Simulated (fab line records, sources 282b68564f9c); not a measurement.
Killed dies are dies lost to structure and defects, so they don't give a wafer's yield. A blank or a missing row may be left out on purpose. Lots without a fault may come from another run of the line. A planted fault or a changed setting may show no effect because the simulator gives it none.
Which tool did it? | flow rit_cmos | 7 lots, 21 wafers sampled, at 2 steps of a route of 202

WHAT THE GAUGES READ, wafer by wafer
RIT_SDANNEAL_RS_MEAS_06: measures by four-point-probe.
lot  | measured    | on            | PLDD_RS (ohm/sq)
L944 | day 3 06:25 | film_metro-02 | 176.8 177.3 176.8
L946 | day 3 18:23 | film_metro-02 | 177.0 177.1 176.9
L948 | day 4 03:47 | film_metro-02 | 176.6 176.6 177.0
L950 | day 4 13:47 | film_metro-02 | 177.4 177.2 177.4
L955 | day 5 16:47 | film_metro-02 | 175.8 176.3 176.6
L960 | day 6 19:37 | film_metro-01 | 174.2 174.2 173.6
L965 | day 8 03:32 | film_metro-03 | 176.8 176.6 177.1

WHICH TOOL RAN EACH LOT (tool, then ch and the chambers of the sampled wafers, then the start)
lot  | RIT_PLDD_IMPLANT_08
L944 | implanter-02 ch 0, day 2 23:37
L946 | implanter-03 ch 0, day 3 11:22
L948 | implanter-04 ch 0, day 3 20:58
L950 | implanter-03 ch 0, day 4 07:14
L955 | implanter-03 ch 0, day 5 08:59
L960 | implanter-03 ch 0, day 6 09:11
L965 | implanter-04 ch 0, day 7 13:16
- RIT_PLDD_IMPLANT_08

THE ANSWER, worked out from the rows above alone
Rule: what is usual is taken from the lots themselves. Put in order of their means at a reading, lots are off if they are a third of the lots or fewer, leave a main group of 4 or more, and stand apart from it by a gap of 3 or more times the standard deviation of the main group's means; of several such gaps the widest counts. A main group whose means are all the same, to the digits that the tables above print for the reading, isn't used. A lot without any number at a reading at which 4 lots or more have one is off too. The other lots that the step has rows for count as sound.
Off: L960, at RIT_SDANNEAL_RS_MEAS_06 (PLDD_RS). The main group: mean 176.8 ohm/sq, standard deviation 0.33.
A tool fits if, at a process step before that reading, it ran every lot that is off, and no sound lot after the first of them. The gauges at RIT_SDANNEAL_RS_MEAS_06 are tried like those tools. Can't be told from this: 2 tools fit, implanter-03 at RIT_PLDD_IMPLANT_08, film_metro-01 at RIT_SDANNEAL_RS_MEAS_06.

WHAT THE SIMULATOR HAD PUT IN
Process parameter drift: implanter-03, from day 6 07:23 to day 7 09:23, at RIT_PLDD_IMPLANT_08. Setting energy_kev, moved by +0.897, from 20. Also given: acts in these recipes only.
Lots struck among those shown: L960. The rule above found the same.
